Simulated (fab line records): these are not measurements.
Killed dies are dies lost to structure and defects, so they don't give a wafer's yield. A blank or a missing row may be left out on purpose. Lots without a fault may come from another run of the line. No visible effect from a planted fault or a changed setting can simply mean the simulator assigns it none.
One fault through the eyes of 2 desks	flow rit-cmos	each desk holds nothing but its own numbers, with what lay behind them at the end

== FROM THE METROLOGY DESK ==
Lot by lot, what the gauges showed, no matter which tool ran the lot: averages of those sampled wafers that carry a number. Marked OUT: a lot whose mean sits more than 4 standard deviations from the usual mean, which makes it out of limits; the brackets give that distance.
Columns: A = GATE_OVL at RIT_GATE_OVL_MEAS_17, usual -0.4 nm; B = REOX_OXIDE_THK at RIT_REOX_THK_MEAS_04, usual 24.9 nm; C = NSD_RS at RIT_SDANNEAL_RS_MEAS_05, usual 84.6 ohm/sq
lot	first seen here	A	B	C
L979	day 2 16:01	-2.8	24.2	84.3
L980	day 2 20:46	-1.1	25.2	84.5
L981	day 3 00:43	1.5	25.7	84.7
L982	day 3 04:28	-0.7	23.9	84.7
L983	day 3 09:51	-1.0	25.1	84.5
L984	day 3 15:14	-0.2	25.6	84.8
L985	day 4 02:20	-1.7	25.0	84.5
L987	day 4 05:22	-0.7	24.6	84.4
L992	day 5 12:02	-0.4	23.9	84.5
L997	day 6 14:40	-1.0	25.3	84.8
L999	day 6 18:20	1.1	24.3	84.9
L100	day 7 09:52	-0.3	24.2	84.4
L102	day 7 10:04	0.6	25.1	84.9
L101	day 7 10:22	-1.9	25.2	84.5
Result from this desk: across the 14 lots, nothing is out of limits.

== FOR THE TOOL OWNER'S DESK: plasma-asher-02 ==
The tool's own readings at RIT_PLDD_STRIP_09 (strips in O2, time 180 s): means of the sampled wafers that have a number, for each lot that ran on this tool. Marked OUT: a lot whose mean sits more than 4 standard deviations from the usual mean, which makes it out of limits; the brackets give that distance.
Columns: A = drypump-motor-current-A at RIT_PLDD_STRIP_09, usual 5.5 A
lot	first seen here	A
L979	day 2 23:44	5.0
L983	day 3 16:16	4.8
L984	day 3 22:17	4.8
L985	day 4 08:47	4.7
L987	day 4 11:52	4.7
Result from this desk: across the 5 lots, nothing is out of limits.

== TAKEN TOGETHER ==
The metrology desk saw nothing out of limits.
The tool owner's desk saw nothing out of limits.

== WHAT HAD BEEN PUT IN BY THE SIMULATOR ==
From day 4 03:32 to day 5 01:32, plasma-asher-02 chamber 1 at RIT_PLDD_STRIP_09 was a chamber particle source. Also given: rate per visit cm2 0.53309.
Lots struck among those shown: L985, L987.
